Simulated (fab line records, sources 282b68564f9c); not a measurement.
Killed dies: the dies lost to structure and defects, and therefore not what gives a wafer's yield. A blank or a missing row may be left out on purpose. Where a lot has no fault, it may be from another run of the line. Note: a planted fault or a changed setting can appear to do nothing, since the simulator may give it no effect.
What tool caused it? ; flow ritCmos ; 16 lots with 48 wafers sampled at 2 steps, on a route of 202 steps

WHAT THE GAUGES SHOWED, per wafer
RIT_NRETRO_OVL_MEAS_06.
lot;measured;on;NRETRO_OVL (nm)
L430;day 2 06:16;overlay-01;1.6 0.6 1.3
L431;day 2 11:29;overlay-02;-2.0 -1.6 -2.0
L434;day 3 03:02;overlay-01;1.2 1.0 1.6
L435;day 3 09:55;overlay-02;-2.3 -2.5 -2.8
L436;day 3 16:10;overlay-02;-1.6 -4.4 -1.8
L437;day 3 20:25;overlay-01;-0.7 -1.5 -1.0
L438;day 4 00:47;overlay-02;-1.9 0.1 -2.0
L442;day 4 18:44;overlay-01;-302.8 -301.6 -302.4
L443;day 4 23:49;overlay-02;-0.8 -1.4 -2.0
L445;day 5 11:30;overlay-02;-302.0 -301.2 -303.0
L446;day 5 15:30;overlay-01;-301.2 -300.3 -302.2
L447;day 5 19:59;overlay-01;1.6 1.7 -1.8
L448;day 6 01:31;overlay-02;-297.8 -300.7 -301.8
L449;day 6 06:16;overlay-02;-0.3 -2.1 -0.4
L450;day 6 11:11;overlay-01;-1.4 -2.3 -2.0
L451;day 6 14:19;overlay-01;-3.3 -3.2 -0.3

EACH LOT AND THE TOOL THAT RAN IT (in order: tool; ch and the chambers of the sampled wafers; start)
lot;RIT_NRETRO_EXPOSE_03
L430;ilineStepper-01 ch 0, day 2 05:50
L431;ilineStepper-02 ch 0, day 2 11:03
L434;ilineStepper-02 ch 0, day 3 02:36
L435;ilineStepper-01 ch 0, day 3 09:29
L436;ilineStepper-01 ch 0, day 3 15:44
L437;ilineStepper-01 ch 0, day 3 19:59
L438;ilineStepper-02 ch 0, day 4 00:18
L442;ilineStepper-01 ch 0, day 4 18:19
L443;ilineStepper-02 ch 0, day 4 23:23
L445;ilineStepper-01 ch 0, day 5 11:06
L446;ilineStepper-01 ch 0, day 5 15:06
L447;ilineStepper-02 ch 0, day 5 19:34
L448;ilineStepper-01 ch 0, day 6 01:05
L449;ilineStepper-02 ch 0, day 6 05:48
L450;ilineStepper-02 ch 0, day 6 10:46
L451;ilineStepper-02 ch 0, day 6 13:53
- RIT_NRETRO_EXPOSE_03: exposes mask M4, target cd 43900 nm.

WHAT THE TOOLS THEMSELVES READ (means of the sampled wafers that have a number; where no wafer has one, the mark that the record gives instead)
RIT_NRETRO_EXPOSE_03.
lot;tool;exposureDoseMJCm2
L430;ilineStepper-01;250.03
L431;ilineStepper-02;249.67
L434;ilineStepper-02;249.78
L435;ilineStepper-01;249.87
L436;ilineStepper-01;250.31
L437;ilineStepper-01;249.92
L438;ilineStepper-02;249.98
L442;ilineStepper-01;249.82
L443;ilineStepper-02;249.70
L445;ilineStepper-01;250.09
L446;ilineStepper-01;249.94
L447;ilineStepper-02;250.22
L448;ilineStepper-01;250.01
L449;ilineStepper-02;249.80
L450;ilineStepper-02;249.76
L451;ilineStepper-02;250.10

THE ANSWER, worked out from the rows above alone
Rule: the lots themselves supply what counts as usual. Put in order of their means at a reading, lots are off if they are a third of the lots or fewer, leave a main group of 4 or more, and stand apart from it by a gap of 3 or more times the standard deviation of the main group's means; of several such gaps the widest counts. If all means in a main group match to the digits the tables above print for the reading, that group is not used. Also off: a lot with no number at a reading for which 4 or more lots have one. The other lots that the step has rows for count as sound. The gauges are gone through in route order, then the tools' own readings, and for those a lot's mean is taken as printed above. The first step at which some lot is off is used, and at that step the reading that is off furthest; a lot without a number counts as furthest.
Off: at RIT_NRETRO_OVL_MEAS_06 (NRETRO_OVL), L442, L445, L446, L448. The main group: mean -1.1 nm, standard deviation 1.3.
If a tool, at a process step before that reading, ran all the lots that are off and no sound lot after the first of them, it fits. Those tools and the gauges at RIT_NRETRO_OVL_MEAS_06 are tried in the same way. One candidate fits, namely ilineStepper-01 at RIT_NRETRO_EXPOSE_03. A fault onset in the window from L437 (day 3 19:59, its last sound lot) to L442 (day 4 18:19, its first lot off) fits.

WHAT WAS PUT IN BY THE SIMULATOR
Scanner matching overlay: ilineStepper-01, from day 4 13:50 on, at RIT_NRETRO_EXPOSE_03. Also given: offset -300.
Shown lots that were struck: L442, L445, L446, L448. The rule above reached the same finding.
